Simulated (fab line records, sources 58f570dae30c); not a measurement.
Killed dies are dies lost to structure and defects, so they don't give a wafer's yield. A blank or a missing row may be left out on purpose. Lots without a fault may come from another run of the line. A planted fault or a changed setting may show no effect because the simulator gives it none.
fab line records | flow berkeley_cmos170
record lots=5 wafers=23
route steps=331 shown NVT@111 GATE@130 NLDD@159 NSD@195 SDANNEAL@205 SILICIDE@211 CONTACT@217
start_h: hours from the record's first day to the start of the lot's first wafer shown | wait_h: hours since the lot's step before | " the same as in the row above | L1.1+2: a row that stands for several wafers | - no value, or no start given | * or withheld: withheld | < > ~ a bound
route shown NAME@n: a module of which the file shows steps, and the number in the route of the first | usual: mean/standard deviation of fault-free wafers | same: alike in all rows | chamber/n: place in a boat | sites: the reading at each site | _std_site: their standard deviation | _edge_site: outer sites' mean less inner sites' | radius_mm: how far each site lies from the wafer's centre | mask NAME#n: copy n | behind: the tool/chamber that last shaped the wafer | hold: why the lot was held/for how many hours/how that ended | device: the transistor (n, p or np) that didn't switch | end of line: the same wafers' tests at the end of the route | a step without rows: its recipe alone | killed: dies lost to structure and defects at the first sort, not the wafer's yield | map: a wafer's dies, x killed, . not, _ none there
set.NAME: the setting as run; set.NAME@STEP: as run at that earlier step | model.NAME: the simulator's own value behind a step, which no gauge read
lots whose settings were changed on purpose; a table a step, a row a wafer
## steps
# step UCB170_NVT_IMPLANT_07
# recipe species=BF2 dose_cm2=3e+12 energy_kev=50 tilt_deg=7
# columns lot.wafer tool chamber start_h wait_h set.energy_kev model.implant.rp_nm model.implant.drp_nm
L075.1+2+3 implanter-03 0 106.90 0.0 51.31 37.61 18.92
L075.5+6 " 0 " " 50 36.66 18.57
L081.2+3 implanter-04 0 141.99 0.0 52.53 37.72 19.25
L081.4+5+6 " 0 " " 50 35.92 18.57
L084.1+4 implanter-04 0 164.50 0.0 50 35.91 18.57
L084.3+5+6 " 0 " " 51.66 37.09 19.01
L083.4+5+6 implanter-02 0 164.69 0.1 50 36.9 18.57
L085.1+2+6 implanter-03 0 164.86 0.0 48.63 36.7 18.2
L085.3+5 " 0 " " 50 37.72 18.57
# step UCB170_GATE_CVD_04
# recipe material=poly-Si temp_c=610 precursor=SiH4 time_s=1440 pressure_mtorr=375 target_thk_nm=214 sih4_flow_sccm=120
# columns lot.wafer tool chamber start_h wait_h set.pressure_mtorr model.poly-Si_of_GATE_CVD_04.thk_nm
L075.1 - - - 0.0 418.1 227.5
L075.2 " - " " 418.1 226.4
L075.3 " - " " 418.1 226.9
L075.5 " - " " 418.1 227.7
L075.6 " - " " 418.1 226.2
L081.2 - - - 0.0 404.1 223.9
L081.3 " - " " 404.1 222.2
L081.4 " - " " 404.1 224.2
L081.5 " - " " 404.1 224.8
L081.6 " - " " 404.1 224.1
L083.4 lpcvd-01 0 176.57 0.0 375 212.3
L083.5 " 0 " " 375 211.6
L083.6 " 0 " " 375 211
L084.1 - - - 0.0 375 215.4
L084.3 " - " " 375 218.4
L084.4 " - " " 375 214.8
L084.5 " - " " 375 217.5
L084.6 " - " " 375 217.1
L085.1 - - - 0.0 375 214
L085.2 " - " " 375 213.5
L085.3 " - " " 375 212.8
L085.5+6 " - " " 375 214.6
# step UCB170_GATE_THK_MEAS_05
# recipe reads=poly-Si_of_GATE_CVD_04
# usual GATE_POLY_THK=214.6/2
# columns lot.wafer tool chamber start_h wait_h set.pressure_mtorr@GATE_CVD_04 GATE_POLY_THK[nm]
L075.1 film_metro-03 - - - 418.1 227.6
L075.2 " - " " 418.1 226.6
L075.3 " - " " 418.1 227.0
L075.5 " - " " 418.1 227.8
L075.6 " - " " 418.1 226.1
L081.2 film_metro-02 - - - 404.1 223.9
L081.3 " - " " 404.1 222.2
L081.4 " - " " 404.1 224.3
L081.5 " - " " 404.1 224.9
L081.6 " - " " 404.1 224.1
L084.1 film_metro-04 - - - 375 215.3
L084.3 " - " " 375 218.5
L084.4 " - " " 375 214.8
L084.5 " - " " 375 217.3
L084.6 " - " " 375 217.3
L085.1 film_metro-03 - - - 375 213.9
L085.2 " - " " 375 213.4
L085.3 " - " " 375 212.6
L085.5 " - " " 375 214.6
L085.6 " - " " 375 214.6
L083.4 film_metro-02 - 178.00 0.0 375 212.2
L083.5 " - " " 375 211.6
L083.6 " - " " 375 211.0
# step UCB170_GATE_ETCH_14
# recipe chemistry=N2/H2 target_depth_a=withheld overetch_a=withheld target=BARC time_s=withheld source_w=500 bias_w=100 pressure_mtorr=30 n2_flow_sccm=100 h2_flow_sccm=200
# columns lot.wafer tool chamber start_h wait_h set.bias_w
L075.1+2+3+5+6 rie_diel-04 1,2,3,0,1 123.98 0.0 100
L081.2+3+5 rie_diel-04 1,3,3 156.78 0.0 100
L081.4+6 " 0 " " 90.31
L084.1+6 rie_diel-03 3 179.36 0.0 100
L084.3+4+5 " 2,2,0 " " 89.08
L083.4+5+6 rie_diel-04 2,3,1 179.91 0.0 100
L085.1+5+6 rie_diel-03 3,2,3 180.16 0.0 103.7
L085.2+3 " 2,0 " " 100
# step UCB170_GATE_ETCH_15
# recipe chemistry=HBr/Cl2 target=poly-Si stop_on=SiO2 over_etch_frac=0.3 icp_w=300 bias_w=150 time_s=56.3 pressure_mtorr=15 HBr_flow_sccm=150 Cl2_flow_sccm=50 target_depth_a=2782
# columns lot.wafer tool chamber start_h wait_h set.pressure_mtorr@GATE_CVD_04 model.GATE.feature_depth_nm model.etch.depth_nm
L075.1 rie_si-02 0 124.03 - 418.1 227.5 227.5
L075.2 " 1 " " 418.1 226.4 226.4
L075.3 " 3 " " 418.1 226.9 226.9
L075.5 " 0 " " 418.1 227.7 227.7
L075.6 " 3 " " 418.1 226.2 226.2
L081.2 rie_si-01 0 156.82 - 404.1 223.9 223.9
L081.3 " 2 " " 404.1 222.2 222.2
L081.4 " 1 " " 404.1 224.2 224.2
L081.5 " 3 " " 404.1 224.8 224.8
L081.6 " 0 " " 404.1 224.1 224.1
L084.1 rie_si-01 2 179.40 - 375 215.4 215.4
L084.3 " 1 " " 375 218.4 218.4
L084.4 " 1 " " 375 214.8 214.8
L084.5 " 0 " " 375 217.5 217.5
L084.6 " 2 " " 375 217.1 217.1
L083.4 rie_si-02 2 179.93 - 375 212.3 212.3
L083.5 " 1 " " 375 211.6 211.6
L083.6 " 2 " " 375 211 211
L085.1 rie_si-01 2 180.21 - 375 214 214
L085.2 " 0 " " 375 213.5 213.5
L085.3 " 1 " " 375 212.8 212.8
L085.5+6 " 1,2 " " 375 214.6 214.6
# step UCB170_NLDD_COAT_01
# recipe resist=KrF spin_rpm=1500 resist_thk_nm=900
# columns lot.wafer tool chamber start_h wait_h set.resist_thk_nm model.KrF_of_NLDD_COAT_01.thk_nm
L075.1 litho_track-04 0 129.22 0.1 900 903.4
L075.2 " 0 " " 900 904.5
L075.3 " 0 " " 900 905
L075.5 " 0 " " 900 903.3
L075.6 " 0 " " 900 904.3
L081.2+6 litho_track-03 0 159.51 0.1 929.6 930.3
L081.3 " 0 " " 900 900.6
L081.4 " 0 " " 900 901
L081.5 " 0 " " 929.6 928.3
L084.1 litho_track-04 0 182.42 0.1 900 899.2
L084.3 " 0 " " 900 897.4
L084.4 " 0 " " 932.8 931.5
L084.5 " 0 " " 900 897.9
L084.6 " 0 " " 932.8 930
L083.4 litho_track-03 0 182.69 0.1 900 901.7
L083.5 " 0 " " 900 902.8
L083.6 " 0 " " 900 901.5
L085.1 litho_track-03 0 183.34 0.1 914.3 912.9
L085.2 " 0 " " 900 899.5
L085.3 " 0 " " 914.3 916
L085.5 " 0 " " 914.3 916.1
L085.6 " 0 " " 900 899.7
# step UCB170_NLDD_IMPLANT_09
# recipe species=As dose_cm2=5e+13 energy_kev=30 tilt_deg=7 rotation_deg=180
# columns lot.wafer tool chamber start_h wait_h set.dose_cm2
L075.1+3+5 implanter-01 0 130.34 0.1 5e+13
L075.2+6 " 0 " " 4.756e+13
L081.2+4+6 implanter-03 0 160.50 0.1 5e+13
L081.3+5 " 0 " " 4.787e+13
L084.1+3+4+5+6 implanter-02 0 183.75 0.1 5e+13
L083.4+5+6 implanter-01 0 184.29 0.1 5e+13
L085.1+2+5 implanter-03 0 184.93 0.1 5e+13
L085.3+6 " 0 " " 5.135e+13
# step UCB170_NLDD_STRIP_10
# recipe chemistry=O2 power_w=400 pressure_mtorr=3500 platen_temp_c=withheld o2_flow_sccm=400 overash_fraction=0.5
# usual strip_time_to_endpoint_s=21.65/0.057
# columns lot.wafer tool chamber start_h wait_h set.resist_thk_nm@NLDD_COAT_01 strip_time_to_endpoint_s
L075.1 plasma_asher-03 1 130.49 0.1 900 21.71
L075.2 " 0 " " 900 21.73
L075.3 " 0 " " 900 21.75
L075.5 " 0 " " 900 21.71
L075.6 " 1 " " 900 21.73
L081.2 plasma_asher-03 1 160.63 0.1 929.6 22.35
L081.3 " 0 " " 900 21.64
L081.4 " 1 " " 900 21.67
L081.5 " 1 " " 929.6 22.30
L081.6 " 0 " " 929.6 22.36
L084.1 plasma_asher-01 1 183.90 0.1 900 21.59
L084.3 " 0 " " 900 21.56
L084.4 " 1 " " 932.8 22.40
L084.5 " 1 " " 900 21.58
L084.6 " 0 " " 932.8 22.33
L083.4 plasma_asher-01 0 184.40 0.1 900 21.66
L083.5 " 0 " " 900 21.68
L083.6 " 1 " " 900 21.68
L085.1 plasma_asher-02 1 185.08 0.1 914.3 21.95
L085.2 " 0 " " 900 21.61
L085.3 " 0 " " 914.3 22.03
L085.5 " 1 " " 914.3 22.02
L085.6 " 0 " " 900 21.62
# step UCB170_NSD_IMPLANT_08
# recipe species=P dose_cm2=3e+15 energy_kev=40 tilt_deg=7
# columns lot.wafer tool chamber start_h wait_h set.dose_cm2
L075.1+2+6 implanter-04 0 137.93 0.0 3.117e+15
L075.3+5 " 0 " " 3e+15
L081.2+6 implanter-04 0 169.47 0.0 3e+15
L081.3+4+5 " 0 " " 2.852e+15
L084.1+3+4+5+6 implanter-04 0 193.25 0.0 3e+15
L083.4+5+6 implanter-02 0 193.83 0.1 3e+15
L085.1+3 implanter-01 0 194.00 0.0 3e+15
L085.2+5+6 " 0 " " 3.129e+15
# step UCB170_NSD_STRIP_09
# recipe chemistry=O2 power_w=400 pressure_mtorr=3500 platen_temp_c=withheld o2_flow_sccm=400 overash_fraction=0.5
# usual strip_time_to_endpoint_s=35.79/0.068
# columns lot.wafer tool chamber start_h wait_h set.dose_cm2@NSD_IMPLANT_08 strip_time_to_endpoint_s
L075.1 plasma_asher-04 0 138.08 0.1 3.117e+15 36.19
L075.2 " 1 " " 3.117e+15 36.18
L075.3 " 0 " " 3e+15 35.79
L075.5 " 0 " " 3e+15 35.84
L075.6 " 1 " " 3.117e+15 36.21
L081.2 plasma_asher-03 1 169.59 0.1 3e+15 35.88
L081.3 " 1 " " 2.852e+15 35.47
L081.4 " 0 " " 2.852e+15 35.34
L081.5 " 1 " " 2.852e+15 35.37
L081.6 " 0 " " 3e+15 35.90
L084.1 plasma_asher-02 0 193.40 0.1 3e+15 35.77
L084.3 " 0 " " 3e+15 35.79
L084.4 " 1 " " 3e+15 35.81
L084.5 " 1 " " 3e+15 35.81
L084.6 " 0 " " 3e+15 35.83
L083.4 plasma_asher-04 0 193.94 0.1 3e+15 35.64
L083.5 " 0 " " 3e+15 35.77
L083.6 " 1 " " 3e+15 35.67
L085.1 plasma_asher-02 0 194.15 0.1 3e+15 35.74
L085.2 " 1 " " 3.129e+15 36.05
L085.3 " 1 " " 3e+15 35.71
L085.5 " 1 " " 3.129e+15 36.21
L085.6 " 0 " " 3.129e+15 36.17
# step UCB170_NSD_CLEAN_11
# recipe chemistry=SPM temp_c=120 time_s=600
# step UCB170_SDANNEAL_RTA_01
# recipe temp_c=1050 time_s=5 ambient=N2
# step UCB170_SDANNEAL_RS_MEAS_03
# recipe thk_meas_gauge=four-point-probe
# usual NSD_RS=37.27/0.11
# columns lot.wafer tool chamber start_h wait_h set.dose_cm2@NSD_IMPLANT_08 NSD_RS[ohm/sq]
L075.1 film_metro-02 - 139.42 0.1 3.117e+15 36.56
L075.2 " - " " 3.117e+15 36.59
L075.3 " - " " 3e+15 37.12
L075.5 " - " " 3e+15 37.12
L075.6 " - " " 3.117e+15 36.53
L081.2 film_metro-04 - 170.95 0.1 3e+15 37.15
L081.3 " - " " 2.852e+15 38.00
L081.4 " - " " 2.852e+15 38.03
L081.5 " - " " 2.852e+15 38.08
L081.6 " - " " 3e+15 37.06
L084.1 film_metro-01 - 194.74 0.1 3e+15 37.35
L084.3 " - " " 3e+15 37.42
L084.4 " - " " 3e+15 37.42
L084.5 " - " " 3e+15 37.31
L084.6 " - " " 3e+15 37.45
L083.4 film_metro-02 - 195.38 0.1 3e+15 37.42
L083.5 " - " " 3e+15 37.35
L083.6 " - " " 3e+15 37.30
L085.1 film_metro-04 - 195.67 0.1 3e+15 37.31
L085.2 " - " " 3.129e+15 36.67
L085.3 " - " " 3e+15 37.40
L085.5 " - " " 3.129e+15 36.58
L085.6 " - " " 3.129e+15 36.54
# step UCB170_SDANNEAL_RS_MEAS_05
# recipe thk_meas_gauge=four-point-probe
# usual NLDD_RS=616.0/1.3
# columns lot.wafer tool chamber start_h wait_h set.dose_cm2@NLDD_IMPLANT_09 NLDD_RS[ohm/sq]
L075.1 film_metro-02 - 139.66 0.1 5e+13 615.6
L075.2 " - " " 4.756e+13 627.3
L075.3 " - " " 5e+13 616.4
L075.5 " - " " 5e+13 614.6
L075.6 " - " " 4.756e+13 625.4
L081.2 film_metro-04 - 171.19 0.1 5e+13 615.8
L081.3 " - " " 4.787e+13 622.6
L081.4 " - " " 5e+13 615.0
L081.5 " - " " 4.787e+13 623.8
L081.6 " - " " 5e+13 615.5
L084.1 film_metro-01 - 194.98 0.1 5e+13 616.6
L084.3 " - " " 5e+13 618.6
L084.4 " - " " 5e+13 616.0
L084.5 " - " " 5e+13 618.4
L084.6 " - " " 5e+13 618.8
L083.4 film_metro-02 - 195.62 0.1 5e+13 615.9
L083.5 " - " " 5e+13 616.3
L083.6 " - " " 5e+13 616.6
L085.1 film_metro-04 - 195.91 0.1 5e+13 616.7
L085.2 " - " " 5e+13 617.8
L085.3 " - " " 5.135e+13 609.4
L085.5 " - " " 5e+13 615.0
L085.6 " - " " 5.135e+13 611.5
# step UCB170_SILICIDE_SPUTTER_01
# recipe material=Ti target_thk_nm=30 time_s=25 power_w=1500 chamber_pressure_pa=0.5
# columns lot.wafer tool chamber start_h wait_h set.power_w model.Ti_of_SILICIDE_SPUTTER_01.thk_nm
L075.1 pvd_sputter-01 - 139.84 0.0 1587 31.93
L075.2 " - " " 1500 29.9
L075.3 " - " " 1587 31.85
L075.5 " - " " 1500 30.16
L075.6 " - " " 1587 31.67
L081.2 pvd_sputter-02 - 171.36 0.0 1500 29.89
L081.3 " - " " 1500 30.05
L081.4 " - " " 1500 29.84
L081.5 " - " " 1500 29.81
L081.6 " - " " 1500 29.92
L084.1 pvd_sputter-03 - 195.16 0.0 1500 29.85
L084.3 " - " " 1500 30
L084.4 " - " " 1500 29.95
L084.5 " - " " 1500 30.08
L084.6 " - " " 1500 30.06
L083.4 pvd_sputter-01 - 195.75 0.0 1500 30.25
L083.5 " - " " 1500 30.04
L083.6 " - " " 1500 30.01
L085.1 pvd_sputter-02 - 196.09 0.0 1500 29.51
L085.2 " - " " 1607 31.79
L085.3 " - " " 1607 31.91
L085.5 " - " " 1500 29.61
L085.6 " - " " 1607 31.75
# step UCB170_SILICIDE_RS_MEAS_02
# recipe thk_meas_gauge=four-point-probe reads=Ti_of_SILICIDE_SPUTTER_01
# usual SILICIDE_TI_RS=26.12/0.25
# columns lot.wafer tool chamber start_h wait_h set.power_w@SILICIDE_SPUTTER_01 SILICIDE_TI_RS[ohm/sq]
L075.1 film_metro-03 - 139.87 0.0 1587 24.30
L075.2 " - " " 1500 26.18
L075.3 " - " " 1587 24.36
L075.5 " - " " 1500 25.96
L075.6 " - " " 1587 24.50
L081.2 film_metro-01 - 171.41 0.0 1500 26.20
L081.3 " - " " 1500 26.12
L081.4 " - " " 1500 26.32
L081.5 " - " " 1500 26.37
L081.6 " - " " 1500 26.20
L084.1 film_metro-03 - 195.19 0.0 1500 26.29
L084.3 " - " " 1500 26.17
L084.4 " - " " 1500 26.17
L084.5 " - " " 1500 26.04
L084.6 " - " " 1500 26.00
L083.4 film_metro-03 - 195.84 0.1 1500 25.89
L083.5 " - " " 1500 26.07
L083.6 " - " " 1500 26.10
L085.1 film_metro-02 - 196.12 0.0 1500 26.64
L085.2 " - " " 1607 24.38
L085.3 " - " " 1607 24.30
L085.5 " - " " 1500 26.50
L085.6 " - " " 1607 24.42
# step UCB170_SILICIDE_THK_MEAS_03
# recipe thk_meas_gauge=xrf reads=Ti_of_SILICIDE_SPUTTER_01
# usual SILICIDE_TI_THK=30.1/0.31
# columns lot.wafer tool chamber start_h wait_h set.power_w@SILICIDE_SPUTTER_01 SILICIDE_TI_THK[nm]
L075.1 film_metro-03 - 139.99 0.1 1587 32.2
L075.2 " - " " 1500 30.3
L075.3 " - " " 1587 32.1
L075.5 " - " " 1500 30.4
L075.6 " - " " 1587 32.1
L081.2 film_metro-01 - 171.52 0.1 1500 29.8
L081.3 " - " " 1500 30.0
L081.4 " - " " 1500 29.8
L081.5 " - " " 1500 29.8
L081.6 " - " " 1500 29.8
L084.1 film_metro-03 - 195.31 0.1 1500 30.0
L084.3 " - " " 1500 30.3
L084.4 " - " " 1500 30.1
L084.5 " - " " 1500 30.3
L084.6 " - " " 1500 30.3
L083.4 film_metro-03 - 195.93 0.1 1500 30.5
L083.5 " - " " 1500 30.3
L083.6 " - " " 1500 30.2
L085.1 film_metro-02 - 196.24 0.1 1500 29.4
L085.2 " - " " 1607 31.8
L085.3 " - " " 1607 31.9
L085.5 " - " " 1500 29.7
L085.6 " - " " 1607 31.7
# step UCB170_CONTACT_CVD_01
# recipe material=PSG target_thk_nm=700 temp_c=450 precursor=SiH4/O2/PH3 time_s=2820 pressure_mtorr=300 sih4_flow_sccm=60 o2_flow_sccm=90 ph3_flow_sccm=25
# columns lot.wafer tool chamber start_h wait_h set.o2_flow_sccm model.PSG_of_CONTACT_CVD_01.thk_nm
L075.1 - - - 0.0 90 714.1
L075.2 " - " " 90 706.3
L075.3 " - " " 90 705.2
L075.5 " - " " 90 712.1
L075.6 " - " " 90 705.6
L081.2 - - - 0.0 84.88 674.9
L081.3 " - " " 84.88 673.4
L081.4 " - " " 84.88 672.2
L081.5 " - " " 84.88 678.4
L081.6 " - " " 84.88 679.6
L083.4 lpcvd-02 0 196.49 0.2 90 700.5
L083.5 " 0 " " 90 701.5
L083.6 " 0 " " 90 702.5
L084.1 - - - 0.8 80.81 662.7
L084.3 " - " " 80.81 666.6
L084.4 " - " " 80.81 667.4
L084.5 " - " " 80.81 666.1
L084.6 " - " " 80.81 665.2
L085.1 - - - 0.2 80.08 658.5
L085.2 " - " " 80.08 658.2
L085.3 " - " " 80.08 658.7
L085.5 " - " " 80.08 656.6
L085.6 " - " " 80.08 655.5
# step UCB170_CONTACT_THK_MEAS_02
# recipe reads=PSG_of_CONTACT_CVD_01
# usual CONTACT_PSG_THK=700/5.3
# columns lot.wafer tool chamber start_h wait_h set.o2_flow_sccm@CONTACT_CVD_01 CONTACT_PSG_THK[nm]
L075.1 film_metro-02 - - - 90 714
L075.2 " - " " 90 706
L075.3 " - " " 90 706
L075.5 " - " " 90 712
L075.6 " - " " 90 705
L081.2 film_metro-03 - - - 84.88 674
L081.3 " - " " 84.88 673
L081.4 " - " " 84.88 672
L081.5 " - " " 84.88 678
L081.6 " - " " 84.88 680
L084.1 film_metro-02 - - - 80.81 663
L084.3 " - " " 80.81 666
L084.4 " - " " 80.81 667
L084.5 " - " " 80.81 666
L084.6 " - " " 80.81 665
L083.4 film_metro-04 - 198.31 0.0 90 700
L083.5 " - " " 90 702
L083.6 " - " " 90 702
L085.1 film_metro-02 - - - 80.08 658
L085.2 " - " " 80.08 658
L085.3 " - " " 80.08 659
L085.5 " - " " 80.08 656
L085.6 " - " " 80.08 656
## key
split step=UCB170_NVT_IMPLANT_07 setting=energy_kev stated=50 by=wafer
response step=UCB170_NVT_IMPLANT_07 reading=model.implant.rp_nm change=+0.359 per=1% r=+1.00
response step=UCB170_NVT_IMPLANT_07 reading=model.implant.drp_nm change=+0.134 per=1% r=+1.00
split step=UCB170_GATE_CVD_04 setting=pressure_mtorr stated=375 by=lot
response step=UCB170_GATE_CVD_04 reading=model.poly-Si_of_GATE_CVD_04.thk_nm change=+1.12 per=1% r=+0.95
response step=UCB170_GATE_THK_MEAS_05 reading=GATE_POLY_THK change=+1.13 per=1% r=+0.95
response step=UCB170_GATE_ETCH_15 reading=model.GATE.feature_depth_nm change=+1.12 per=1% r=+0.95
response step=UCB170_GATE_ETCH_15 reading=model.etch.depth_nm change=+1.12 per=1% r=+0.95
split step=UCB170_GATE_ETCH_14 setting=bias_w stated=100 by=wafer
response none clear
split step=UCB170_NLDD_COAT_01 setting=resist_thk_nm stated=900 by=wafer
response step=UCB170_NLDD_COAT_01 reading=model.KrF_of_NLDD_COAT_01.thk_nm change=+8.95 per=1% r=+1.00
response step=UCB170_NLDD_STRIP_10 reading=strip_time_to_endpoint_s change=* per=1% r=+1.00
split step=UCB170_NLDD_IMPLANT_09 setting=dose_cm2 stated=5e+13 by=wafer
response step=UCB170_SDANNEAL_RS_MEAS_05 reading=NLDD_RS change=-2.08 per=1% r=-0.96
split step=UCB170_NSD_IMPLANT_08 setting=dose_cm2 stated=3e+15 by=wafer
response step=UCB170_NSD_STRIP_09 reading=strip_time_to_endpoint_s change=* per=1% r=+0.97
response step=UCB170_SDANNEAL_RS_MEAS_03 reading=NSD_RS change=-0.173 per=1% r=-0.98
split step=UCB170_SILICIDE_SPUTTER_01 setting=power_w stated=1500 by=wafer
response step=UCB170_SILICIDE_SPUTTER_01 reading=model.Ti_of_SILICIDE_SPUTTER_01.thk_nm change=+0.313 per=1% r=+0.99
response step=UCB170_SILICIDE_RS_MEAS_02 reading=SILICIDE_TI_RS change=-0.301 per=1% r=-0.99
response step=UCB170_SILICIDE_THK_MEAS_03 reading=SILICIDE_TI_THK change=+0.312 per=1% r=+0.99
split step=UCB170_CONTACT_CVD_01 setting=o2_flow_sccm stated=90 by=lot
response step=UCB170_CONTACT_CVD_01 reading=model.PSG_of_CONTACT_CVD_01.thk_nm change=+4.19 per=1% r=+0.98
response step=UCB170_CONTACT_THK_MEAS_02 reading=CONTACT_PSG_THK change=+4.19 per=1% r=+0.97
